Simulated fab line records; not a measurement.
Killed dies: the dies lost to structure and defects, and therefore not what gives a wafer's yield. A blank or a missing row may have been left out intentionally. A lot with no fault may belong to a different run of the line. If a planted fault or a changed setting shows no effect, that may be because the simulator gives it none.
Which tool is to blame? | flow berkeley-cmos170 | Sampling: 7 lots, 21 wafers, 2 of 331 route steps

WHAT EACH GAUGE READ, for each wafer
UCB170_M1_CD_MEAS_09: the cd target is 700 nm.
lot  | measured     | on        | cd-nm (nm)
L972 | day 8 19:50  | cd-sem-02 | 701.0 702.2 702.9
L977 | day 10 06:05 | cd-sem-01 | 700.9 701.3 700.3
L980 | day 10 06:35 | cd-sem-01 | 699.6 699.3 701.4
L984 | day 10 15:04 | cd-sem-01 | 699.6 700.1 700.1
L986 | day 12 10:56 | cd-sem-01 | 715.7 715.5 716.7
L991 | day 12 21:08 | cd-sem-02 | 698.9 697.9 699.0
L995 | day 13 14:27 | cd-sem-02 | 699.5 697.7 697.4

WHICH TOOL RAN EACH LOT (tool, then ch and the chambers of the sampled wafers, then the start)
lot  | UCB170_M1_PEB_07
L972 | litho-track-01 ch 0, day 8 19:34
L977 | litho-track-03 ch 0, day 10 05:49
L980 | litho-track-02 ch 0, day 10 06:20
L984 | litho-track-01 ch 0, day 10 14:48
L986 | litho-track-01 ch 0, day 12 10:40
L991 | litho-track-03 ch 0, day 12 20:52
L995 | litho-track-02 ch 0, day 13 14:11
- UCB170_M1_PEB_07

THE ANSWER, worked out from the rows above alone
Rule: the lots themselves supply what counts as usual. Put in order of their means at a reading, lots are off if they are a third of the lots or fewer, leave a main group of 4 or more, and stand apart from it by a gap of 3 or more times the standard deviation of the main group's means; of several such gaps the widest counts. Not used: any main group whose means are identical at the precision the tables above print for the reading. Also off: a lot with no number at a reading for which 4 or more lots have one. The other lots that the step has rows for count as sound.
Off, at UCB170_M1_CD_MEAS_09 on cd-nm: L986. Mean 700.0 nm and standard deviation 1.3 in the main group.
A tool fits if, at a process step before that reading, it ran every lot that is off, and no sound lot after the first of them. Those tools and the gauges at UCB170_M1_CD_MEAS_09 are tried in the same way. Can't be told from this: 2 tools fit, litho-track-01 at UCB170_M1_PEB_07, cd-sem-01 at UCB170_M1_CD_MEAS_09.

WHAT THE SIMULATOR PUT IN
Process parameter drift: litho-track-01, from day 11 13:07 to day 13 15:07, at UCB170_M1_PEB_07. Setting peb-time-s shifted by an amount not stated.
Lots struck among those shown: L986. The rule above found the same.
